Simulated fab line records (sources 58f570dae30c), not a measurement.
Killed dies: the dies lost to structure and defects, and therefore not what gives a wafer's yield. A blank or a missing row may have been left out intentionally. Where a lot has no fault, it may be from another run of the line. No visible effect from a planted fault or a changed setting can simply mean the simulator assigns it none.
Split-lot study    flow berkeley-cmos170    23 wafers read from 5 lots, route of 331 steps

== ABOUT THE SPLIT ==
At UCB170_V2_PEB_10, the setting peb-temp-c was moved away from the recipe's 130 C on 7 of the 23 wafers read, by -1.0% to +2.6%. The other wafers ran this setting at the recipe's value.

== FROM THE SPLIT TO THE READING: what the file shows between them, 4 steps ==
- UCB170_V2_DEVELOP_11: develop time 45 s
- UCB170_V2_CD_MEAS_12: target cd 700 nm
- UCB170_V2_ETCH_14: etches SiO2 in CHF3/CF4/Ar, stops on Al, target depth 1250 nm, time 291 s
- UCB170_V2_STRIP_15: strips in O2

== THE READING ==
cd-nm (nm) at UCB170_V2_CD_MEAS_90, where the cd target is 700 nm. On this fab line, fault-free wafers typically give 700.2 nm with a standard deviation of 1.3 nm.

wafer   tool, chamber at the split  peb-temp-c as run, C  against the recipe  cd-nm, nm  against lot-mates on the recipe
L075.2  litho-track-03, 0           130                   recipe              701.4      -
L075.3  litho-track-03, 0           128.7                 -1.0%               690.4      -10.4
L075.4  litho-track-03, 0           130                   recipe              700.3      -
L075.5  litho-track-03, 0           128.7                 -1.0%               692.1      -8.7
L075.6  litho-track-03, 0           128.7                 -1.0%               690.7      -10.1
L080.2  litho-track-02, 0           130                   recipe              700.7      -
L080.3  litho-track-02, 0           130                   recipe              700.7      -
L080.4  litho-track-02, 0           130                   recipe              701.8      -
L080.5  litho-track-02, 0           130                   recipe              702.1      -
L080.6  litho-track-02, 0           130                   recipe              702.4      -
L081.1  litho-track-02, 0           133.2                 +2.5%               717.0      +18.7
L081.2  litho-track-02, 0           130                   recipe              698.5      -
L081.3  litho-track-02, 0           133.2                 +2.5%               716.5      +18.2
L081.4  litho-track-02, 0           130                   recipe              698.1      -
L081.5  litho-track-02, 0           130                   recipe              698.4      -
L084.1  litho-track-03, 0           130                   recipe              699.3      -
L084.4  litho-track-03, 0           130                   recipe              698.2      -
L084.5  litho-track-03, 0           130                   recipe              699.3      -
L085.1  litho-track-03, 0           130                   recipe              698.3      -
L085.2  litho-track-03, 0           130                   recipe              698.7      -
L085.3  litho-track-03, 0           130                   recipe              699.4      -
L085.4  litho-track-03, 0           133.4                 +2.6%               716.8      +18.0
L085.6  litho-track-03, 0           133.4                 +2.6%               716.4      +17.6

THE FIT
A straight line over all 23 wafers: cd-nm changes by +6.94 nm for each +1% of peb-temp-c; r = +0.98; the points scatter about the line by 1.5 nm.
The same after taking each lot's own level away (the mean of its wafers on the recipe; 23 wafers): +7.52 nm for each +1%; r = +0.99; scatter 1.1 nm.
According to that fit, moving peb-temp-c by its largest amount changes the reading by 20 nm.
From 698.33 to 701.54 nm: that is the span of the lots' own levels, equal to 2.5 times the standard deviation above.
Consequently the slope shifts little with the lot-to-lot level, the two slopes agreeing.
Check: +19.6 nm against its lot-mates is what the line predicts for one of the wafers moved furthest among these (+2.6%) when that wafer is left out of the fit. Against them it came out at +18 nm.

== OTHER SPLITS ON THESE WAFERS ==
Note: prior to the reading, these wafers also went through further splits. Each is held against what the fit with the lots' levels taken away leaves over:
other split on the same wafers   wafers away from the commonest value  r with cd-nm (lot level and that fit taken away)
UCB170_CONTACT_CVD_01 time-s     18                                    -0.41
UCB170_CONTACT_COAT_04 spin-rpm  12                                    +0.52
UCB170_V1_PEB_10 peb-temp-c      10                                    -0.05
UCB170_M2_METAL_ETCH_18 icp-w    9                                     +0.21

== THE WHOLE CHAIN: every reading that the file lists as answering this split, in the file's order ==
step                  what it does                                                               reading                                                    change (the file's fit)               r (the file's)
UCB170_V2_CD_MEAS_12  target cd 700 nm                                                           cd-nm                                                      +7.09 nm for each +1% of the setting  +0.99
UCB170_V2_ETCH_14     etches SiO2 in CHF3/CF4/Ar, stops on Al, target depth 1250 nm, time 291 s  V2.cd-nm (the simulator's own value, which no gauge read)  +7.32 nm for each +1% of the setting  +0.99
UCB170_V2_CD_MEAS_90  target cd 700 nm                                                           cd-nm                                                      +7.31 nm for each +1% of the setting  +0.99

== FILE'S OWN FIT ==
cd-nm changes by +7.31 nm for each +1% of peb-temp-c, r = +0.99.
